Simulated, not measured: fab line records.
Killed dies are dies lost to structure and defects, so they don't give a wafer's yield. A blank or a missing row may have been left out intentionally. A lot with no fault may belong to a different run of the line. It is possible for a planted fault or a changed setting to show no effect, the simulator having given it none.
2 desks looking at one fault    flow rit-cmos    only its own numbers are on each desk; what lay behind them is given at the end

== METROLOGY DESK ==
What the gauges read, lot by lot, whatever tool the lot ran on: means of the sampled wafers that have a number. Marked OUT: a lot whose mean sits more than 4 standard deviations from the usual mean, which makes it out of limits; the brackets give that distance.
Columns: A = CONTACT_TEOS_THK at RIT_CONTACT_THK_MEAS_01, usual 400 nm
lot   first seen here  A
L585  day 3 07:24      398
L586  day 3 17:56      407
L587  day 3 21:27      404
L590  day 4 10:13      403
L591  day 4 16:11      392
L592  day 4 22:14      403
L594  day 5 03:52      404
L593  day 5 04:57      398
L595  day 5 12:36      400
L596  day 5 17:03      394
L597  day 5 21:33      397
L602  day 6 21:25      339 (-12) OUT
L604  day 7 07:15      399
L605  day 7 14:04      337 (-13) OUT
This desk reports L602, L605 out of limits; the earliest was L602 at day 6 21:25 (CONTACT_TEOS_THK at RIT_CONTACT_THK_MEAS_01). L585, L586, L587, L590, L591, L592, L594, L593, L595, L596, L597, L604: within limits.

== THE TOOL OWNER'S DESK: pecvd-03 ==
The tool's own readings at RIT_CONTACT_CVD_00 (deposits SiO2 from TEOS, target thk 400 nm, time 61 s): means of the sampled wafers that have a number, for each lot that ran on this tool. Marked OUT: a lot whose mean sits more than 4 standard deviations from the usual mean, which makes it out of limits; the brackets give that distance.
Columns: A = heater-power-w at RIT_CONTACT_CVD_00, usual 299 W
lot   first seen here  A
L587  day 3 21:23      252
L590  day 4 10:10      245
L594  day 5 03:47      302
L596  day 5 16:59      294
L602  day 6 21:21      254
L605  day 7 14:00      291
This desk's finding: nothing out of limits on any of the 6 lots.

== PUT TOGETHER ==
L602, L605 would have let the metrology desk raise an alarm at day 6 21:25.
Nothing out of limits was seen by the tool owner's desk.
The tool owner's desk has L602, L605 on record, within its limits.
RIT_CONTACT_CVD_00 was run on pecvd-03 by each of the lots named.

== WHAT THE SIMULATOR HAD PUT IN ==
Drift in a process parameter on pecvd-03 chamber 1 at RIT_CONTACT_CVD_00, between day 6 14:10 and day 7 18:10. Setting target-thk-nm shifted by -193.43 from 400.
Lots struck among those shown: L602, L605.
Time in hours between the start of the fault and the first out-of-limits reading at each desk: metrology desk, 7.
